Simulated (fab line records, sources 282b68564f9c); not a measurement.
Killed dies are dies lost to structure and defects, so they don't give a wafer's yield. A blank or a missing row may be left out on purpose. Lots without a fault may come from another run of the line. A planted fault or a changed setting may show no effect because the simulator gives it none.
fab line records | flow rit_cmos
record lots=6 wafers=18 last_day=7
route steps=202 shown NWELL@38 PWELL@39 WELLDRIVE@50 NRETRO@53 M1@202
lots that met no fault: from a run of the same line without faults
start_h: hours from the record's first day to the start of the lot's first wafer shown | wait_h: hours since the lot's step before | " the same as in the row above | L1.1+2: a row that stands for several wafers | - no value, or no start given | * or withheld: withheld | < > ~ a bound
route shown NAME@n: a module of which the file shows steps, and the number in the route of the first | usual: mean/standard deviation of fault-free wafers | same: alike in all rows | chamber/n: place in a boat | sites: the reading at each site | _std_site: their standard deviation | _edge_site: outer sites' mean less inner sites' | radius_mm: how far each site lies from the wafer's centre | mask NAME#n: copy n | behind: the tool/chamber that last shaped the wafer | hold: why the lot was held/for how many hours/how that ended | device: the transistor (n, p or np) that didn't switch | end of line: the same wafers' tests at the end of the route | a step without rows: its recipe alone | killed: dies lost to structure and defects at the first sort, not the wafer's yield | map: a wafer's dies, x killed, . not, _ none there
set.NAME: the setting as run; set.NAME@STEP: as run at that earlier step | model.NAME: the simulator's own value behind a step, which no gauge read
lots at some steps of the route; a table a step, a row a wafer
services: from which hour (start_h, from the record's first day; less than 0 if before it) a tool's chamber was out of use, for how many hours, and why
## steps
# step RIT_NWELL_TW_MEAS_10
# usual NWELL_TW=2136/28
# columns lot.wafer tool chamber start_h wait_h NWELL_TW
L711.2 film_metro-04 - 22.56 0.1 2153
L711.3 " - " " 2157
L711.5 " - " " 2147
L713.1 film_metro-04 - 31.27 0.1 2157
L713.3 " - " " 2157
L713.5 " - " " 2160
L717.3 film_metro-02 - 54.02 0.1 2123
L717.4 " - " " 2123
L717.5 " - " " 2129
L719.1 film_metro-04 - 61.54 0.1 2167
L719.4 " - " " 2151
L719.5 " - " " 2157
L731.2 film_metro-01 - 123.76 0.1 2106
L731.3 " - " " 2077
L731.4 " - " " 2098
L734.1 film_metro-04 - 139.80 0.1 2180
L734.2 " - " " 2183
L734.6 " - " " 2161
# step RIT_PWELL_HMDS_00
# recipe prime_time_s=60 prime_temp_c=140
# step RIT_PWELL_COAT_01
# recipe resist=NOVOLAK spin_rpm=2000 resist_thk_nm=1300
# step RIT_PWELL_SOFTBAKE_02
# recipe resist=NOVOLAK temp_c=90 time_s=60
# step RIT_PWELL_EXPOSE_03
# recipe mask_id=M3 na=0.57 target_cd_nm=43700 dose_mj=250
# step RIT_PWELL_PEB_04
# recipe resist=NOVOLAK temp_c=withheld time_s=withheld
# step RIT_PWELL_DEVELOP_05
# recipe resist=NOVOLAK develop_time_s=68 dev_temp_c=23
# step RIT_PWELL_OVL_MEAS_06
# usual PWELL_OVL=0.0/1.4
# columns lot.wafer tool chamber start_h wait_h PWELL_OVL[nm]
L711.2 overlay-01 - 23.62 - -0.7
L711.3 " - " " -0.9
L711.5 " - " " -0.8
L713.1 overlay-02 - 32.21 - -3.1
L713.3 " - " " -2.8
L713.5 " - " " -1.7
L717.3 overlay-01 - 55.21 - 2.1
L717.4 " - " " 2.2
L717.5 " - " " 2.8
L719.1 overlay-02 - 62.61 - -1.2
L719.4 " - " " -1.1
L719.5 " - " " 0.0
L731.2 overlay-01 - 124.82 - -0.5
L731.3 " - " " -1.3
L731.4 " - " " -0.5
L734.1 overlay-01 - 140.76 - 0.2
L734.2 " - " " -0.8
L734.6 " - " " 0.3
# step RIT_PWELL_HARDBAKE_07
# recipe resist=NOVOLAK temp_c=140 time_s=120
# step RIT_PWELL_IMPLANT_08
# recipe species=B energy_kev=170 dose_cm2=7e+13 tilt_deg=7
# step RIT_PWELL_STRIP_09
# recipe chemistry=O2 time_s=180 resist=NOVOLAK platen_temp_c=withheld power_w=500 pressure_mtorr=4000 o2_flow_sccm=3934
# usual drypump_motor_current_A=5.3/0.45 o2_flow_sccm=3934/11
# columns lot.wafer tool chamber start_h wait_h drypump_motor_current_A o2_flow_sccm rf_hours_counter_h
L711.2 plasma_asher-01 0 24.05 0.1 5.4 3921 39
L711.3 " 1 " " 4.8 3932 -
L711.5 " 1 " " 4.8 3925 -
L713.1 plasma_asher-01 1 32.65 0.1 4.8 3939 40
L713.3 " 0 " " 5.4 3948 -
L713.5 " 0 " " 5.4 3942 -
L717.3 plasma_asher-03 0 55.70 0.1 4.9 3939 -
L717.4 " 1 " " 5.9 3927 -
L717.5 " 1 " " 5.9 3927 -
L719.1 plasma_asher-01 1 63.04 0.1 4.8 3940 43
L719.4 " 0 " " 5.4 3929 -
L719.5 " 1 " " 4.8 3940 -
L731.2 plasma_asher-01 1 125.25 0.1 4.8 3936 52
L731.3 " 0 " " 5.4 3934 -
L731.4 " 1 " " 4.8 3932 -
L734.1 plasma_asher-03 0 141.20 0.1 5.0 3939 52
L734.2 " 1 " " 5.9 3940 52
L734.6 " 1 " " 5.9 3946 -
# step RIT_PWELL_TW_MEAS_10
# usual PWELL_TW=946/9.8
# columns lot.wafer tool chamber start_h wait_h PWELL_TW
L711.2 film_metro-01 - 24.23 0.1 930
L711.3 " - " " 932
L711.5 " - " " 931
L713.1 film_metro-02 - 32.83 0.1 950
L713.3 " - " " 953
L713.5 " - " " 950
L717.3 film_metro-02 - 55.83 0.1 941
L717.4 " - " " 940
L717.5 " - " " 949
L719.1 film_metro-02 - 63.22 0.1 948
L719.4 " - " " 947
L719.5 " - " " 943
L731.2 film_metro-01 - 125.44 0.1 931
L731.3 " - " " 938
L731.4 " - " " 931
L734.1 film_metro-01 - 141.38 0.1 929
L734.2 " - " " 925
L734.6 " - " " 929
# step RIT_WELLDRIVE_ANNEAL_00
# recipe temp_c=1100 time_s=14700 ambient=N2
# usual run_length_s=18267/6.2 spike_tc_centre_C=1102.1/1.3 spike_tc_load_C=1127.8/1.5
# columns lot.wafer tool chamber start_h wait_h run_length_s spike_tc_centre_C spike_tc_load_C
L711.2 furnace-01 0 25.29 1.0 18266 1100.8 1126.6
L711.3 " 0 " " 18266 1103.2 1125.2
L711.5 " 0 " " 18266 1101.8 1127.9
L713.1 furnace-01 0 32.92 0.1 18279 1101.8 1125.6
L713.3 " 0 " " 18279 1103.0 1126.1
L713.5 " 0 " " 18279 1098.6 1125.1
L717.3 furnace-01 0 57.05 1.2 9442 1100.9 1125.8
L717.4 " 0 " " 9442 1103.4 1125.4
L717.5 " 0 " " 9442 1102.6 1126.4
L719.1 furnace-01 0 64.53 1.3 9451 1101.6 1125.0
L719.4 " 0 " " 9451 1101.9 1126.9
L719.5 " 0 " " 9451 1101.5 1127.0
L731.2 furnace-04 0 125.49 0.0 18277 1102.9 1127.6
L731.3 " 0 " " 18277 1103.4 1129.4
L731.4 " 0 " " 18277 1102.1 1130.0
L734.1 furnace-03 0 142.47 1.1 18260 1102.2 1127.1
L734.2 " 0 " " 18260 1101.7 1129.9
L734.6 " 0 " " 18260 1101.7 1126.3
# step RIT_WELLDRIVE_RS_MEAS_01
# recipe thk_meas_gauge=four-point-probe
# usual NWELL_RS=275.4/0.82
# columns lot.wafer tool chamber start_h wait_h NWELL_RS[ohm/sq]
L711.2 film_metro-01 - 30.39 0.0 274.3
L711.3 " - " " 275.2
L711.5 " - " " 273.9
L713.1 film_metro-02 - 38.01 0.0 275.3
L713.3 " - " " 274.6
L713.5 " - " " 275.3
L717.3 film_metro-01 - 62.18 2.5 321.2
L717.4 " - " " 321.5
L717.5 " - " " 322.0
L719.1 film_metro-02 - 69.61 2.5 320.8
L719.4 " - " " 321.3
L719.5 " - " " 321.2
L731.2 film_metro-02 - 130.59 0.0 274.3
L731.3 " - " " 276.3
L731.4 " - " " 275.2
L734.1 film_metro-01 - 147.55 0.0 275.3
L734.2 " - " " 275.6
L734.6 " - " " 275.4
# step RIT_WELLDRIVE_RS_MEAS_02
# recipe thk_meas_gauge=four-point-probe
# usual PWELL_RS=429.1/1.3
# columns lot.wafer tool chamber start_h wait_h PWELL_RS[ohm/sq]
L711.2 film_metro-01 - 30.51 0.1 428.6
L711.3 " - " " 428.7
L711.5 " - " " 428.5
L713.1 film_metro-02 - 38.13 0.1 427.1
L713.3 " - " " 429.0
L713.5 " - " " 429.3
L717.3 film_metro-01 - 62.30 0.1 476.1
L717.4 " - " " 477.0
L717.5 " - " " 478.0
L719.1 film_metro-02 - 69.73 0.1 473.6
L719.4 " - " " 474.9
L719.5 " - " " 473.9
L731.2 film_metro-02 - 130.71 0.1 429.5
L731.3 " - " " 427.2
L731.4 " - " " 428.5
L734.1 film_metro-01 - 147.67 0.1 431.4
L734.2 " - " " 430.0
L734.6 " - " " 430.5
# step RIT_NRETRO_HMDS_00
# recipe prime_time_s=60 prime_temp_c=140
# step RIT_M1_PROBE_99
# usual killed_at_contacts=0.0/0.2 killed_at_front_end=6.6/2.9 killed_dies=6.6/3 killed_on_rim=1.7/1.4 killed_open=3.4/2 killed_short=3.2/2
# same gross_dies=264 killed_at_M0_to_M3=0 killed_at_M4_up=0 killed_at_back_side=0 killed_at_other=0
# columns lot.wafer tool chamber start_h wait_h killed_at_contacts killed_at_front_end killed_dies killed_on_rim killed_open killed_short model.etest.pmos_0p3.r_on_ohm_um model.etest.pmos_turned.r_on_ohm_um model.etest.pmos_0p15.r_on_ohm_um model.etest.nwell_pinched.rs_ohm_sq model.etest.pwell_pinched.rs_ohm_sq model.etest.pwell.rs_ohm_sq model.etest.pmos_0p15.drive_ua_um model.etest.pmos_turned.drive_ua_um
L711.2 prober-01 - 60.86 0.1 0 11 11 2 3 8 6192 3427 2726 334.1 446 414.3 258.4 191.1
L711.3 prober-01 - 60.91 0.2 0 12 12 4 7 5 6190 3329 2686 334.7 451.2 411.9 266.3 198.1
L711.5 prober-01 - 61.01 0.2 0 5 5 3 2 3 6017 3314 2663 334.7 454.1 418.1 269.7 198.3
L713.1 prober-01 - 68.85 0.1 0 9 9 2 3 6 6184 3381 2723 333.4 456.2 421.7 257.9 193.8
L713.3 prober-01 - 68.95 0.2 0 11 11 2 4 7 6171 3406 2747 342.1 462.2 414.1 262.5 195.3
L713.5 prober-01 - 69.05 0.2 0 3 3 0 2 1 6241 3469 2774 338.3 458.2 419.2 255.9 189.5
L717.3 prober-02 - 91.16 0.2 0 4 4 1 1 3 6263 3362 2679 417.7 500.6 456.5 254.2 190.7
L717.4 prober-02 - 91.21 0.2 0 3 3 2 1 2 6329 3432 2758 427.7 511.1 460 252.4 186.7
L717.5 prober-02 - 91.26 0.2 0 8 8 2 3 5 6374 3441 2768 424.4 498.2 456 246.4 186.6
L719.1 prober-02 - 99.45 0.1 0 7 7 2 4 3 6315 3583 2811 432.6 509.9 464.1 250.2 175.9
L719.4 prober-02 - 99.60 0.2 1 10 11 2 7 4 6286 3556 2725 425.5 510.3 465.4 257.8 175.2
L719.5 prober-02 - 99.65 0.2 0 13 13 3 6 7 6250 3519 2729 435.2 511.1 465.1 258 177.6
L731.2 prober-02 - 163.04 0.1 0 6 6 0 4 2 5853 3220 2584 337.4 453.4 404.9 282 207
L731.3 prober-02 - 163.09 0.2 0 8 8 3 5 3 6048 3407 2752 337.3 448.6 406.1 262 191.8
L731.4 prober-02 - 163.14 0.2 0 4 4 1 1 3 5846 3257 2644 339.7 458.4 408.9 280.5 203.4
L734.1 prober-01 - 177.83 0.1 0 10 10 1 6 4 6219 3369 2765 338.6 462.9 412.3 257.8 197.9
L734.2 prober-01 - 177.88 0.1 0 14 14 8 3 11 6334 3520 2860 345.5 471.6 412 249.1 189.1
L734.6 prober-01 - 178.08 0.2 0 5 5 3 3 2 6185 3330 2721 333.8 452.6 410.6 260.7 197.3
# killed by level:class
L711.2 GATE:geometric_particle:short=2 REOX:geometric_particle:short=2 SPACER:geometric_particle:short=2 FOX1:geometric_particle:short=1 FOX2:geometric_particle:short=1 GATE:geometric_particle:open=1 REOX:geometric_particle:open=1 SPACER:geometric_particle:open=1
L711.3 FOX1:geometric_particle:open=3 GATE:geometric_particle:open=3 FOX1:geometric_particle:short=2 ACTIVE:geometric_particle:short=1 GATE:geometric_particle:short=1 REOX:geometric_particle:open=1 REOX:geometric_particle:short=1
L711.5 SPACER:geometric_particle:short=2 GATE:geometric_particle:short=1 GATE:geometric_particle:open=1 SPACER:geometric_particle:open=1
L713.1 GATE:geometric_particle:short=3 GATE:geometric_particle:open=2 FOX1:geometric_particle:short=1 REOX:geometric_particle:short=1 SPACER:geometric_particle:open=1 SPACER:geometric_particle:short=1
L713.3 GATE:geometric_particle:open=4 GATE:geometric_particle:short=4 FOX2:geometric_particle:short=1 REOX:geometric_particle:short=1 SPACER:geometric_particle:short=1
L713.5 GATE:geometric_particle:short=1 GATE:geometric_particle:open=1 REOX:geometric_particle:open=1
L717.3 GATE:geometric_particle:short=3 GATE:geometric_particle:open=1
L717.4 GATE:geometric_particle:short=1 GATE:geometric_particle:open=1 SILICIDE:geometric_particle:short=1
L717.5 FOX1:geometric_particle:short=2 GATE:geometric_particle:open=2 SPACER:geometric_particle:short=2 FOX2:geometric_particle:open=1 GATE:geometric_particle:short=1
L719.1 GATE:geometric_particle:open=2 REOX:geometric_particle:short=2 FOX1:geometric_particle:open=1 FOX2:geometric_particle:short=1 SILICIDE:geometric_particle:open=1
L719.4 REOX:geometric_particle:open=2 REOX:geometric_particle:short=2 FOX1:geometric_particle:open=1 GATE:geometric_particle:open=1 GATE:geometric_particle:short=1 SPACER:geometric_particle:open=1 SILICIDE:geometric_particle:open=1 SILICIDE:geometric_particle:short=1
L719.5 GATE:geometric_particle:short=3 REOX:geometric_particle:short=3 SILICIDE:geometric_particle:open=3 GATE:geometric_particle:open=2 FOX1:geometric_particle:open=1 FOX1:geometric_particle:short=1
L731.2 GATE:geometric_particle:short=2 GATE:geometric_particle:open=1 REOX:geometric_particle:open=1 SPACER:geometric_particle:open=1 SILICIDE:geometric_particle:open=1
L731.3 GATE:geometric_particle:open=3 REOX:geometric_particle:open=2 FOX1:geometric_particle:short=1 GATE:geometric_particle:short=1 REOX:geometric_particle:short=1
L731.4 GATE:geometric_particle:short=1 REOX:geometric_particle:short=1 SPACER:geometric_particle:open=1 SPACER:geometric_particle:short=1
L734.1 GATE:geometric_particle:open=2 SPACER:geometric_particle:open=2 SILICIDE:geometric_particle:short=2 FOX2:geometric_particle:open=1 GATE:geometric_particle:short=1 SPACER:geometric_particle:short=1 SILICIDE:geometric_particle:open=1
L734.2 GATE:geometric_particle:short=3 FOX1:geometric_particle:short=2 SPACER:geometric_particle:short=2 SILICIDE:geometric_particle:open=2 ACTIVE:geometric_particle:short=1 FOX1:geometric_particle:open=1 FOX2:geometric_particle:short=1 REOX:geometric_particle:short=1
L734.6 SPACER:geometric_particle:open=2 FOX1:geometric_particle:short=1 REOX:geometric_particle:open=1 SILICIDE:geometric_particle:short=1
## services
# columns tool chamber start_h hours kind
furnace-03 - 27.62 2.6 pm
furnace-04 - 63.59 3.1 pm
plasma_asher-03 - 68.20 8.0 repair
plasma_asher-01 - 90.33 1.3 repair
furnace-01 - 138.60 3.9 pm
## key
first_sign step=RIT_WELLDRIVE_ANNEAL_00 reading=run_length_s direction=down sigmas=99+ usual=* struck=*
effect step=RIT_WELLDRIVE_RS_MEAS_01 reading=NWELL_RS direction=up sigmas=56 usual=275.4 struck=321.3
effect step=RIT_WELLDRIVE_RS_MEAS_02 reading=PWELL_RS direction=up sigmas=37 usual=429.1 struck=475.6
model_effect step=RIT_M1_PROBE_99 value=etest.pmos_0p3.r_on_ohm_um without=5953 struck=6303
met_at RIT_WELLDRIVE_ANNEAL_00
struck_wafers L717.3,L717.4,L717.5,L719.1,L719.4,L719.5
tester_left_out L717,L719
onset_between 32.92 57.05
fault kind=process_parameter_drift tool=furnace-01 chamber=- onset_h=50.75 steps=RIT_WELLDRIVE_ANNEAL_00 channel=time_s offset=* shape=step end_h=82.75 acts_in=* stated=*
# tester_left_out: of these lots the tester's yield and bins aren't shown, on N5 and GAA mostly nor the transistor test; their killed dies are dies lost to structure and defects alone, not to doping, threshold or leakage, so they don't give the yield
